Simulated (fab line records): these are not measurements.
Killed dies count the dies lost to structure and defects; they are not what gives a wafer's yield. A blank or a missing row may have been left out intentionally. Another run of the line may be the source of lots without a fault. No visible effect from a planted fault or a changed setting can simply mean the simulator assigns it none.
Which of the tools did it? ; flow berkeley cmos170 ; 15 lots (45 wafers sampled), 1 step of a 331-step route

== WHAT THE GAUGES SHOWED, per wafer ==
Not one reading of a measure or inspect step in the record can be checked against a usual standard deviation.

== EACH LOT AND THE TOOL THAT RAN IT (in order: tool; ch and the chambers of the sampled wafers; start) ==
lot;UCB170_GATE_ETCH_15
L712;rie si-01 ch 0,1,3, day 6 11:00
L714;rie si-02 ch 0,2, day 6 11:14
L713;rie si-01 ch 1,2,3, day 6 11:29
L715;rie si-02 ch 0,1,2, day 6 17:34
L716;rie si-01 ch 0,2, day 6 17:53
L718;rie si-02 ch 0,1, day 7 06:32
L719;rie si-02 ch 0,1,3, day 7 14:00
L720;rie si-01 ch 1,2,3, day 8 03:13
L721;rie si-02 ch 0,1,3, day 8 11:20
L723;rie si-02 ch 2,3, day 8 20:52
L725;rie si-01 ch 0,1,3, day 8 21:06
L724;rie si-02 ch 0,2,3, day 8 21:41
L732;rie si-01 ch 0,1,3, day 10 05:27
L731;rie si-01 ch 2,3, day 10 05:44
L734;rie si-01 ch 1,2,3, day 10 12:04
- UCB170_GATE_ETCH_15: etches poly-Si in HBr/Cl2, stops on SiO2, time 56.3 s, target depth 278.2 nm.

== AS READ BY THE TOOLS THEMSELVES (means over the sampled wafers that have a number; for cases with no such wafer, the mark the record gives instead) ==
UCB170_GATE_ETCH_15.
lot;tool;drypump motor current A (A);oes product au (a.u.);run length s (s);throttle valve pct (%)
L712;rie si-01;6.0;0.830;84.5;26.60
L714;rie si-02;5.5;0.823;84.9;26.60
L713;rie si-01;6.2;0.842;84.5;26.48
L715;rie si-02;5.5;0.824;84.6;26.58
L716;rie si-01;6.4;0.844;84.9;26.42
L718;rie si-02;5.8;0.843;84.7;26.76
L719;rie si-02;5.8;0.846;84.4;26.59
L720;rie si-01;6.2;0.843;84.4;26.48
L721;rie si-02;5.8;1.021;62.3;26.59
L723;rie si-02;5.3;0.982;61.9;26.27
L725;rie si-01;6.0;0.820;84.5;26.59
L724;rie si-02;5.5;1.000;62.0;26.43
L732;rie si-01;6.0;0.830;84.9;26.60
L731;rie si-01;6.7;0.832;84.4;26.61
L734;rie si-01;6.2;0.844;84.4;26.47

== THE ANSWER, worked out from the rows above alone ==
Rule: usual is defined by the lots themselves. The widest of any qualifying gaps counts: lots, ordered by their means at a reading, are off when they make up no more than a third of the lots, leave a main group of 4 or more, and stand apart from it by 3 or more times the standard deviation of that group's means. If all means in a main group match to the digits the tables above print for the reading, that group is not used. A lot without any number at a reading at which 4 lots or more have one is off too. Any other lot the step has rows for is counted as sound. First the gauges in route order, then the tools' own readings, where a lot's mean is used as printed above. The first step at which some lot is off is used, and at that step the reading that is off furthest; a lot without a number counts as furthest.
Off: L721, L723, L724, at UCB170_GATE_ETCH_15 (run length s). The main group: mean 84.6 s, standard deviation 0.2.
A tool fits if, at that step or a process step before it, it ran every lot that is off, and no sound lot after the first of them. One fits: UCB170_GATE_ETCH_15 on rie si-02. Its last sound lot is L719 (day 7 14:00), its first lot that is off L721 (day 8 11:20): a fault that began between those two fits.
The tool's own readings at UCB170_GATE_ETCH_15 bear it out: on the lots that are off they differ by more than 5 times the standard deviation of the sound lots' means. oes product au reads 1.001 a.u. there against 0.835 a.u. on the sound lots; run length s reads 62.1 s there against 84.6 s on the sound lots.

== WHAT WAS PUT IN BY THE SIMULATOR ==
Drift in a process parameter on rie si-02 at UCB170_GATE_ETCH_15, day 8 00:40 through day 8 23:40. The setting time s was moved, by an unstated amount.
Lots struck among those shown: L721, L723, L724. The rule above reached the same finding.
